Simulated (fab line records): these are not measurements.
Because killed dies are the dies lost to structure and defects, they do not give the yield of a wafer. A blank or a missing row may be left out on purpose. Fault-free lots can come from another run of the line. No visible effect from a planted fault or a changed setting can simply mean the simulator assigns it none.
fab line records -- flow ritCmos
record: lots: 6, wafers: 18, lastDay: 6
route steps=202 shown PWELL@49 WELLDRIVE@50 NWELL@51 NRETRO@53 PRETRO@64 M1@202
lots untouched by any fault: they come from a run of this same line in which no faults occurred
startH: hours from the record's opening day to when the first of the lot's shown wafers began -- waitH: how many hours have passed since the lot's step before this one -- " same as the row above -- L1.1+2: a row that stands for several wafers -- - no value present, or no start provided -- * or withheld: withheld -- < > ~ a bound
route shown NAME@n: names a module that has steps shown in the file, with the first one's number in the route -- usual: mean and standard deviation over wafers with no fault -- same: alike in all rows -- chamber/n: place in a boat -- sites: per-site readings -- _std_site: the standard deviation of these -- _edge_site: inner sites' mean taken away from outer sites' mean -- radiusMm: for every site, how far away it sits from the centre of the wafer -- mask NAME#n: copy n -- behind: the most recent tool/chamber to have shaped the wafer -- hold: why the lot went on hold/how many hours it stayed there/how the hold came to an end -- device: whichever transistor did not switch (one of n, p or np) -- end of line: the tests these same wafers got at the end of their route -- for a step that has no rows: nothing shown but its recipe -- killed: dies lost to structure and defects at the first sort, not the wafer's yield -- map: shows each die of a wafer: x if killed, . if not, _ if none is there
set.NAME: the setting as run; set.NAME@STEP: as run at that earlier step -- model.NAME: the simulator's own value behind a step, which no gauge read
lots at selected steps of the route; one table per step, one row per wafer
services: when a tool's chamber went out of use (startH, in hours from the record's first day, below 0 if earlier), for how many hours, and the reason
== steps ==
step: RIT_PWELL_TW_MEAS_10
usual: PWELL_TW: 953/7.2
lot.wafer,tool,chamber,startH,waitH,PWELL_TW
L910.1,filmMetro-03,-,40.13,0.1,956
L910.3,filmMetro-03,-,40.13,0.1,955
L910.4,filmMetro-03,-,40.13,0.1,953
L915.1,filmMetro-03,-,64.70,0.1,959
L915.5,filmMetro-03,-,64.70,0.1,963
L915.6,filmMetro-03,-,64.70,0.1,959
L916.2,filmMetro-02,-,67.63,0.1,949
L916.3,filmMetro-02,-,67.63,0.1,955
L916.4,filmMetro-02,-,67.63,0.1,953
L920.1,filmMetro-04,-,89.35,0.1,945
L920.2,filmMetro-04,-,89.35,0.1,941
L920.3,filmMetro-04,-,89.35,0.1,947
L923.1,filmMetro-03,-,104.31,0.1,953
L923.4,filmMetro-03,-,104.31,0.1,952
L923.6,filmMetro-03,-,104.31,0.1,954
L924.1,filmMetro-02,-,109.77,0.1,964
L924.3,filmMetro-02,-,109.77,0.1,965
L924.4,filmMetro-02,-,109.77,0.1,960
step: RIT_WELLDRIVE_ANNEAL_00
recipe: tempC: 1100, timeS: 14700, ambient: N2
step: RIT_WELLDRIVE_RS_MEAS_01
recipe: thkMeasGauge: four-point-probe
usual: NWELL_RS: 275.9/0.72
lot.wafer,tool,chamber,startH,waitH,NWELL_RS[ohm/sq]
L910.1,filmMetro-02,-,45.27,0.0,276.6
L910.3,filmMetro-02,-,45.27,0.0,276.2
L910.4,filmMetro-02,-,45.27,0.0,275.7
L915.1,filmMetro-02,-,69.84,0.0,275.6
L915.5,filmMetro-02,-,69.84,0.0,277.2
L915.6,filmMetro-02,-,69.84,0.0,276.1
L916.2,filmMetro-02,-,72.78,0.0,277.0
L916.3,filmMetro-02,-,72.78,0.0,276.7
L916.4,filmMetro-02,-,72.78,0.0,276.4
L920.1,filmMetro-02,-,94.89,0.0,275.8
L920.2,filmMetro-02,-,94.89,0.0,276.4
L920.3,filmMetro-02,-,94.89,0.0,276.0
L923.1,filmMetro-04,-,109.45,0.0,276.2
L923.4,filmMetro-04,-,109.45,0.0,275.7
L923.6,filmMetro-04,-,109.45,0.0,275.8
L924.1,filmMetro-03,-,115.10,0.0,274.9
L924.3,filmMetro-03,-,115.10,0.0,275.6
L924.4,filmMetro-03,-,115.10,0.0,275.2
step: RIT_WELLDRIVE_RS_MEAS_02
recipe: thkMeasGauge: four-point-probe
usual: PWELL_RS: 429.9/1.4
lot.wafer,tool,chamber,startH,waitH,PWELL_RS[ohm/sq]
L910.1,filmMetro-02,-,45.39,0.1,428.0
L910.3,filmMetro-02,-,45.39,0.1,429.8
L910.4,filmMetro-02,-,45.39,0.1,430.3
L915.1,filmMetro-02,-,69.96,0.1,431.6
L915.5,filmMetro-02,-,69.96,0.1,432.4
L915.6,filmMetro-02,-,69.96,0.1,433.2
L916.2,filmMetro-02,-,72.90,0.1,430.5
L916.3,filmMetro-02,-,72.90,0.1,430.2
L916.4,filmMetro-02,-,72.90,0.1,428.1
L920.1,filmMetro-02,-,95.01,0.1,428.9
L920.2,filmMetro-02,-,95.01,0.1,428.9
L920.3,filmMetro-02,-,95.01,0.1,429.6
L923.1,filmMetro-04,-,109.57,0.1,431.2
L923.4,filmMetro-04,-,109.57,0.1,431.4
L923.6,filmMetro-04,-,109.57,0.1,431.4
L924.1,filmMetro-03,-,115.22,0.1,427.4
L924.3,filmMetro-03,-,115.22,0.1,427.9
L924.4,filmMetro-03,-,115.22,0.1,428.4
step: RIT_NRETRO_HMDS_00
recipe: primeTimeS: 60, primeTempC: 140
step: RIT_NRETRO_COAT_01
recipe: resist: NOVOLAK, spinRpm: 2000, resistThkNm: 1300
step: RIT_NRETRO_SOFTBAKE_02
recipe: resist: NOVOLAK, tempC: 90, timeS: 60
step: RIT_NRETRO_EXPOSE_03
recipe: maskId: M4, na: 0.57, targetCdNm: 43900, doseMj: 250
step: RIT_NRETRO_PEB_04
recipe: resist: NOVOLAK, tempC: withheld, timeS: withheld
step: RIT_NRETRO_DEVELOP_05
recipe: resist: NOVOLAK, developTimeS: 68, devTempC: 23
step: RIT_NRETRO_OVL_MEAS_06
usual: NRETRO_OVL: -0.5/1.1
lot.wafer,tool,chamber,startH,waitH,NRETRO_OVL[nm]
L910.1,overlay-01,-,46.52,-,0.1
L910.3,overlay-01,-,46.52,-,-0.7
L910.4,overlay-01,-,46.52,-,-0.8
L915.1,overlay-01,-,71.08,-,0.6
L915.5,overlay-01,-,71.08,-,-0.7
L915.6,overlay-01,-,71.08,-,0.6
L916.2,overlay-02,-,74.25,-,1.0
L916.3,overlay-02,-,74.25,-,2.0
L916.4,overlay-02,-,74.25,-,0.1
L920.1,overlay-01,-,96.13,-,-2.7
L920.2,overlay-01,-,96.13,-,-1.0
L920.3,overlay-01,-,96.13,-,-2.3
L923.1,overlay-01,-,110.66,-,-2.4
L923.4,overlay-01,-,110.66,-,-2.0
L923.6,overlay-01,-,110.66,-,-2.4
L924.1,overlay-01,-,116.22,-,0.6
L924.3,overlay-01,-,116.22,-,-0.2
L924.4,overlay-01,-,116.22,-,-0.4
step: RIT_NRETRO_HARDBAKE_07
recipe: resist: NOVOLAK, tempC: 140, timeS: 120
step: RIT_NRETRO_IMPLANT_08
recipe: species: P, energyKev: 70, doseCm2: 1e+13, tiltDeg: 7
usual: beamEnergyKeV: 70.004/0.02
lot.wafer,tool,chamber,startH,waitH,beamEnergyKeV,model.implant.rpNm,model.implant.drpNm
L910.1,implanter-03,0,46.80,0.2,70.021,83.79,33.94
L910.3,implanter-03,0,46.80,0.2,69.994,83.79,33.94
L910.4,implanter-03,0,46.80,0.2,70.007,83.79,33.94
L915.1,implanter-04,0,71.37,0.2,70.003,84.66,33.94
L915.5,implanter-04,0,71.37,0.2,70.019,84.66,33.94
L915.6,implanter-04,0,71.37,0.2,70.016,84.66,33.94
L916.2,implanter-03,0,74.56,0.2,94.511,115.5,43.45
L916.3,implanter-03,0,74.56,0.2,94.515,115.5,43.45
L916.4,implanter-03,0,74.56,0.2,94.481,115.5,43.45
L920.1,implanter-03,0,96.42,0.2,94.508,114.8,43.45
L920.2,implanter-03,0,96.42,0.2,94.539,114.8,43.45
L920.3,implanter-03,0,96.42,0.2,94.539,114.8,43.45
L923.1,implanter-04,0,111.12,0.2,69.989,82.41,33.94
L923.4,implanter-04,0,111.12,0.2,69.992,82.41,33.94
L923.6,implanter-04,0,111.12,0.2,70.012,82.41,33.94
L924.1,implanter-04,0,116.51,0.2,69.983,83.4,33.94
L924.3,implanter-04,0,116.51,0.2,69.994,83.4,33.94
L924.4,implanter-04,0,116.51,0.2,70.026,83.4,33.94
step: RIT_NRETRO_STRIP_09
recipe: chemistry: O2, timeS: 180, resist: NOVOLAK, platenTempC: withheld, powerW: 500, pressureMtorr: 4000, o2FlowSccm: 4000
usual: drypumpMotorCurrentA: 5.7/0.43, o2FlowSccm: 4003/11
same: timeS: 180
lot.wafer,tool,chamber,startH,waitH,drypumpMotorCurrentA,o2FlowSccm,rfHoursCounterH
L910.1,plasmaAsher-04,0,46.95,0.1,6.2,4004,39
L910.3,plasmaAsher-04,1,46.95,0.1,6.3,4009,-
L910.4,plasmaAsher-04,0,46.95,0.1,6.2,3990,-
L915.1,plasmaAsher-04,0,71.52,0.1,6.2,4013,42
L915.5,plasmaAsher-04,0,71.52,0.1,6.2,4008,-
L915.6,plasmaAsher-04,1,71.52,0.1,6.3,4007,-
L916.2,plasmaAsher-01,1,74.68,0.1,4.9,3987,28
L916.3,plasmaAsher-01,1,74.68,0.1,5.0,3992,-
L916.4,plasmaAsher-01,0,74.68,0.1,5.5,3994,-
L920.1,plasmaAsher-04,0,96.57,0.1,6.2,4001,45
L920.2,plasmaAsher-04,1,96.57,0.1,6.3,4018,45
L920.3,plasmaAsher-04,0,96.57,0.1,6.2,4001,-
L923.1,plasmaAsher-01,0,111.27,0.1,5.5,4024,32
L923.4,plasmaAsher-01,1,111.27,0.1,4.9,4005,-
L923.6,plasmaAsher-01,1,111.27,0.1,5.0,4009,-
L924.1,plasmaAsher-02,1,116.66,0.1,5.6,4003,49
L924.3,plasmaAsher-02,1,116.66,0.1,5.6,3995,-
L924.4,plasmaAsher-02,0,116.66,0.1,5.5,4007,-
step: RIT_NRETRO_TW_MEAS_10
usual: NRETRO_TW: 1050/7.9
lot.wafer,tool,chamber,startH,waitH,NRETRO_TW
L910.1,filmMetro-03,-,47.13,0.1,1058
L910.3,filmMetro-03,-,47.13,0.1,1055
L910.4,filmMetro-03,-,47.13,0.1,1057
L915.1,filmMetro-04,-,71.70,0.1,1041
L915.5,filmMetro-04,-,71.70,0.1,1040
L915.6,filmMetro-04,-,71.70,0.1,1037
L916.2,filmMetro-03,-,74.87,0.1,1149
L916.3,filmMetro-03,-,74.87,0.1,1142
L916.4,filmMetro-03,-,74.87,0.1,1138
L920.1,filmMetro-01,-,96.74,0.1,1128
L920.2,filmMetro-01,-,96.74,0.1,1128
L920.3,filmMetro-01,-,96.74,0.1,1123
L923.1,filmMetro-03,-,111.45,0.1,1062
L923.4,filmMetro-03,-,111.45,0.1,1056
L923.6,filmMetro-03,-,111.45,0.1,1052
L924.1,filmMetro-03,-,116.83,0.1,1057
L924.3,filmMetro-03,-,116.83,0.1,1053
L924.4,filmMetro-03,-,116.83,0.1,1053
step: RIT_PRETRO_HMDS_00
recipe: primeTimeS: 60, primeTempC: 140
step: RIT_M1_PROBE_99
usual: killedAtFrontEnd: 7/3, killedDies: 7/3, killedOpen: 3.4/1.8, killedShort: 3.8/2.1
same: grossDies: 264, killed_at_M0_to_M3: 0, killed_at_M4_up: 0, killedAtBackSide: 0, killedAtContacts: 0, killedAtOther: 0
lot.wafer,tool,chamber,startH,waitH,killedAtFrontEnd,killedDies,killedOpen,killedShort
L910.1,prober-02,-,77.21,0.1,9,9,6,3
L910.3,prober-02,-,77.31,0.2,8,8,5,3
L910.4,prober-02,-,77.36,0.2,11,11,5,6
killed by level:class
L910.1 GATE:geometricParticle:open=4 GATE:geometricParticle:short=1 REOX:geometricParticle:open=1 SPACER:geometricParticle:open=1 SPACER:geometricParticle:short=1 SILICIDE:geometricParticle:short=1
L910.3 FOX2:geometricParticle:open=2 SPACER:geometricParticle:open=2 FOX1:geometricParticle:short=1 REOX:geometricParticle:open=1 SPACER:geometricParticle:short=1 SILICIDE:geometricParticle:short=1
L910.4 REOX:geometricParticle:short=3 GATE:geometricParticle:open=2 FOX1:geometricParticle:short=1 FOX2:geometricParticle:open=1 FOX2:geometricParticle:short=1 REOX:geometricParticle:open=1 SPACER:geometricParticle:short=1 SPACER:geometricParticle:open=1
== services ==
tool,chamber,startH,hours,kind
plasmaAsher-04,-,78.88,2.8,pm
== key ==
firstSign: step: RIT_NRETRO_IMPLANT_08, reading: beamEnergyKeV, direction: up, sigmas: 99+, usual: 70.004, struck: 94.515
effect: step: RIT_NRETRO_TW_MEAS_10, reading: NRETRO_TW, direction: up, sigmas: 11, usual: 1050, struck: 1135
modelEffect: step: RIT_NRETRO_IMPLANT_08, value: implant.rpNm, without: 84.38, struck: 115.2
metAt RIT_NRETRO_IMPLANT_08
struckWafers L916.2,L916.3,L916.4,L920.1,L920.2,L920.3
testerLeftOut L916,L920
onsetBetween 46.80 74.56
fault: kind: processParameterDrift, tool: implanter-03, chamber: -, onsetH: 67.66, steps: RIT_NRETRO_IMPLANT_08, channel: energyKev, offset: 24.5, shape: step, endH: 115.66, actsIn: theseRecipesOnly, stated: 70
testerLeftOut: of these lots the tester's yield and bins aren't shown, on N5 and GAA mostly nor the transistor test; their killed dies are dies lost to structure and defects alone, not to doping, threshold or leakage, so they don't give the yield
